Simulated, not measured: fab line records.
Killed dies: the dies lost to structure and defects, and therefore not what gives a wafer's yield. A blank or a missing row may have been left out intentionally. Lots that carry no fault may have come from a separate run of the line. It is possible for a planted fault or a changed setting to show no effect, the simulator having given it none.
Matching of chambers | flow rit-cmos | 4 sister chambers for RIT_CONTACT_ETCH_11 on rie-diel-03
The step etches SiO2 in CHF3/CF4/Ar, stops on TiSi2, target depth 480 nm, time 320 s. 4 wafers are shown with their chamber, then 8 later ones without.

== WAFERS, EACH WITH ITS CHAMBER ==
wafer  | chamber | drypump-motor-current-A (A)
L609.6 | 2       | 6.6
L616.1 | 3       | 5.5
L616.5 | 0       | 5.1
L620.2 | 1       | 5.3

== WAFERS MISSING THEIR CHAMBER ==
wafer  | drypump-motor-current-A (A)
L620.4 | 6.6
L620.6 | 5.3
L624.3 | 5.3
L624.4 | 5.2
L624.6 | 5.4
L626.1 | 5.2
L626.2 | 5.5
L626.6 | 5.2

== CHAMBER TAKEN BY EACH ==
wafer  | from the rows above     | in truth
L620.4 | 2                       | 2
L620.6 | 1                       | 1
L624.3 | 1                       | 1
L624.4 | can't be placed: 1 or 0 | 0
L624.6 | can't be placed: 3 or 1 | 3
L626.1 | can't be placed: 1 or 0 | 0
L626.2 | 3                       | 3
L626.6 | can't be placed: 1 or 0 | 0
Correctly placed: 4 of 8. Unplaceable from these rows: 4, with the true chamber sitting among the candidates in 4. Wrongly placed: 0.
How it was worked out, from the rows above alone: a wafer's distance from a chamber is the root of the sum, over the readings, of the square of ((its reading less the chamber's mean) divided by the reading's scatter). If the next closest chamber is less than 2 further off than the closest, the wafer can't be placed; otherwise it belongs to the closest. A chamber's mean is the mean of its shown wafers. The scatter: with one shown wafer a chamber, the root of the mean of the squares of how far each hidden wafer lies from its nearest shown one.
